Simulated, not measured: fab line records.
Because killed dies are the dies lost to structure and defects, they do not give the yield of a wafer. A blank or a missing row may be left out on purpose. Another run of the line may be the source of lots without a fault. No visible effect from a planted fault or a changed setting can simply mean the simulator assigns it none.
Which of the tools did it? | flow berkeley cmos170 | Sampling: 14 lots, 42 wafers, 5 of 331 route steps

== WHAT THE GAUGES SHOWED, per wafer ==
UCB170_PVT_TW_MEAS_09.
lot  | measured     | on            | PVT_TW
L914 | day 6 02:07  | film metro-04 | 506.6 505.7 504.8
L915 | day 6 02:23  | film metro-02 | 504.5 504.3 505.1
L916 | day 6 19:59  | film metro-02 | 506.4 506.8 506.6
L917 | day 7 00:02  | film metro-02 | 506.5 507.9 507.6
L919 | day 7 04:15  | film metro-04 | 506.1 507.2 508.1
L920 | day 7 07:43  | film metro-02 | 510.9 507.5 508.6
L924 | day 7 17:53  | film metro-01 | 571.2 573.0 576.3
L925 | day 8 06:20  | film metro-02 | 508.3 508.2 506.3
L927 | day 8 12:02  | film metro-02 | 503.5 509.9 508.0
L926 | day 8 12:19  | film metro-04 | 574.5 578.4 574.3
L930 | day 9 17:42  | film metro-01 | 502.3 504.5 500.4
L932 | day 9 17:58  | film metro-02 | 510.9 511.3 508.9
L933 | day 10 11:35 | film metro-01 | 506.0 504.8 505.9
L937 | day 10 22:22 | film metro-02 | 508.1 510.8 509.7

UCB170_M3_CD_MEAS_15 targets a cd of 700 nm.
lot  | measured     | on        | cd nm (nm)
L914 | day 8 14:03  | cd sem-02 | 700.3 701.3 700.9
L915 | day 8 13:27  | cd sem-01 | 697.3 698.4 698.4
L916 | day 9 02:00  | cd sem-01 | 699.4 699.3 698.7
L917 | day 9 01:14  | cd sem-01 | 700.9 700.6 700.4
L919 | day 9 02:16  | cd sem-02 | 699.1 700.1 699.4
L920 | day 9 10:19  | cd sem-01 | 700.5 701.0 700.8
L924 | day 9 18:59  | cd sem-01 | 700.2 700.1 699.3
L925 | day 10 09:35 | cd sem-02 | 699.2 699.2 699.3
L927 | day 11 01:56 | cd sem-01 | 700.8 699.9 700.5
L926 | day 11 02:32 | cd sem-02 | 700.4 701.8 702.3
L930 | day 12 01:41 | cd sem-02 | 700.4 701.0 698.8
L932 | day 12 01:35 | cd sem-01 | 698.1 697.7 698.3
L933 | day 12 18:41 | cd sem-02 | 701.6 704.2 702.2
L937 | day 13 05:44 | cd sem-01 | 700.7 702.2 701.3

== WHAT TOOL EACH LOT RAN ON (gives the tool, then ch and the chambers of the sampled wafers, and finally the start) ==
lot  | UCB170_PVT_IMPLANT_07           | UCB170_SDANNEAL_RTA_00           | UCB170_V1_CMP_02
L914 | implanter-04 ch 0, day 6 01:52  | rtp anneal-02 ch 0, day 7 16:06  | cmp-01 ch 2,3, day 8 02:59
L915 | implanter-01 ch 0, day 6 02:08  | rtp anneal-01 ch 0, day 7 15:55  | cmp-02 ch 0,1,2, day 8 03:02
L916 | implanter-04 ch 0, day 6 19:44  | rtp anneal-02 ch 0, day 7 20:03  | cmp-02 ch 0,1,2, day 8 12:14
L917 | implanter-01 ch 0, day 6 23:50  | rtp anneal-01 ch 0, day 8 01:10  | cmp-02 ch 2,3, day 8 12:32
L919 | implanter-01 ch 0, day 7 04:00  | rtp anneal-01 ch 0, day 8 04:11  | cmp-02 ch 2,3, day 8 16:13
L920 | implanter-04 ch 0, day 7 07:28  | rtp anneal-02 ch 0, day 8 07:31  | cmp-02 ch 1,2, day 9 00:49
L924 | implanter-01 ch 0, day 7 17:40  | rtp anneal-02 ch 0, day 8 19:08  | cmp-02 ch 0,2, day 9 08:24
L925 | implanter-04 ch 0, day 8 06:07  | rtp anneal-02 ch 0, day 9 10:53  | cmp-01 ch 0,2,3, day 10 00:07
L927 | implanter-04 ch 0, day 8 11:47  | rtp anneal-01 ch 0, day 10 00:56 | cmp-01 ch 0,1, day 10 13:19
L926 | implanter-01 ch 0, day 8 12:05  | rtp anneal-02 ch 0, day 10 01:08 | cmp-02 ch 0,1,2, day 10 13:19
L930 | implanter-03 ch 0, day 9 17:29  | rtp anneal-01 ch 0, day 10 21:07 | cmp-02 ch 0,1,3, day 11 10:00
L932 | implanter-03 ch 0, day 9 17:45  | rtp anneal-02 ch 0, day 10 20:44 | cmp-01 ch 1,2,3, day 11 07:28
L933 | implanter-03 ch 0, day 10 11:22 | rtp anneal-01 ch 0, day 11 16:59 | cmp-01 ch 2,3, day 12 08:13
L937 | implanter-04 ch 0, day 10 22:07 | rtp anneal-01 ch 0, day 12 05:27 | cmp-02 ch 2,3, day 12 18:53
- UCB170_PVT_IMPLANT_07
- UCB170_SDANNEAL_RTA_00: time 10 s.
- UCB170_V1_CMP_02: polishes SiO2.

== AS READ BY THE TOOLS THEMSELVES (means over the sampled wafers that have a number; for cases with no such wafer, the mark the record gives instead) ==
UCB170_PVT_IMPLANT_07.
lot  | tool         | beam on s (s) | dose ions cm2 | faraday current uA
L914 | implanter-04 | 10.07         | 2.0019e+12    | 6.29
L915 | implanter-01 | 9.88          | 2.0003e+12    | 6.41
L916 | implanter-04 | 9.98          | 1.9994e+12    | 6.37
L917 | implanter-01 | 9.91          | 1.9974e+12    | 6.40
L919 | implanter-01 | 10.14         | 2.0019e+12    | 6.26
L920 | implanter-04 | 10.00         | 1.9997e+12    | 6.34
L924 | implanter-01 | 9.74          | 3.0186e+12    | 9.77
L925 | implanter-04 | 9.96          | 2.0006e+12    | 6.38
L927 | implanter-04 | 9.93          | 2.0011e+12    | 6.37
L926 | implanter-01 | 9.95          | 3.0189e+12    | 9.59
L930 | implanter-03 | 10.07         | 1.9973e+12    | 6.32
L932 | implanter-03 | 10.01         | 1.9991e+12    | 6.34
L933 | implanter-03 | 10.08         | 1.9970e+12    | 6.30
L937 | implanter-04 | 9.73          | 1.9998e+12    | 6.49

UCB170_SDANNEAL_RTA_00.
lot  | tool          | lamp power pct (%) | wafer_temp_C_max
L914 | rtp anneal-02 | 22.0               | 905.4
L915 | rtp anneal-01 | 27.1               | 906.1
L916 | rtp anneal-02 | 22.0               | 905.3
L917 | rtp anneal-01 | 27.2               | 904.4
L919 | rtp anneal-01 | 27.2               | 904.2
L920 | rtp anneal-02 | 22.0               | 905.2
L924 | rtp anneal-02 | 22.0               | 905.0
L925 | rtp anneal-02 | 22.0               | 906.0
L927 | rtp anneal-01 | 27.1               | 906.0
L926 | rtp anneal-02 | 22.0               | 905.4
L930 | rtp anneal-01 | 27.1               | 904.8
L932 | rtp anneal-02 | 22.0               | 905.1
L933 | rtp anneal-01 | 27.1               | 904.2
L937 | rtp anneal-01 | 27.2               | 904.7

UCB170_V1_CMP_02.
lot  | tool   | motor current A (A) | retaining ring pressure frac
L914 | cmp-01 | 16.7                | 0.996
L915 | cmp-02 | 17.0                | 0.994
L916 | cmp-02 | 17.2                | 1.002
L917 | cmp-02 | 14.8                | 0.996
L919 | cmp-02 | 14.4                | 1.003
L920 | cmp-02 | 16.9                | 0.996
L924 | cmp-02 | 16.4                | 1.002
L925 | cmp-01 | 16.7                | 0.999
L927 | cmp-01 | 16.6                | 1.004
L926 | cmp-02 | 17.0                | 0.995
L930 | cmp-02 | 16.8                | 0.997
L932 | cmp-01 | 16.3                | 0.999
L933 | cmp-01 | 17.1                | 1.003
L937 | cmp-02 | 14.3                | 1.003

== THE ANSWER, worked out from the rows above alone ==
Rule: usual is defined by the lots themselves. Put in order of their means at a reading, lots are off if they are a third of the lots or fewer, leave a main group of 4 or more, and stand apart from it by a gap of 3 or more times the standard deviation of the main group's means; of several such gaps the widest counts. The tables above print the reading to a certain number of digits; a main group whose means all agree to those digits is not used. Also off: a lot with no number at a reading for which 4 or more lots have one. Any other lot the step has rows for is counted as sound. After the gauges, taken in route order, come the tools' own readings; for these a lot's mean is taken, as printed above. The first step at which some lot is off is used, and at that step the reading that is off furthest; a lot without a number counts as furthest.
Off: L924, L926, at UCB170_PVT_TW_MEAS_09 (PVT_TW). Main group: mean 506.9, sd 2.1.
If a tool, at a process step before that reading, ran all the lots that are off and no sound lot after the first of them, it fits. Not tried: the gauges at UCB170_PVT_TW_MEAS_09; whatever is off there is also off at UCB170_PVT_IMPLANT_07, on other tools, and gauge error can't account for it. One candidate fits, namely implanter-01 at UCB170_PVT_IMPLANT_07. A fault onset in the window from L919 (day 7 04:00, its last sound lot) to L924 (day 7 17:40, its first lot off) fits.
The tool's own readings at UCB170_PVT_IMPLANT_07 bear it out: on the lots that are off they differ by more than 5 times the standard deviation of the sound lots' means. dose ions cm2 reads 3.0188e+12 there against 1.9996e+12 on the sound lots; faraday current uA reads 9.68 there against 6.36 on the sound lots.

== WHAT THE SIMULATOR HAD PUT IN ==
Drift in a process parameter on implanter-01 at UCB170_PVT_IMPLANT_07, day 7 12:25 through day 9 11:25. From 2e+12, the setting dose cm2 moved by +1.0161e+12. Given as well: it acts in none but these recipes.
Lots struck among those shown: L924, L926. The rule given above showed the same thing.
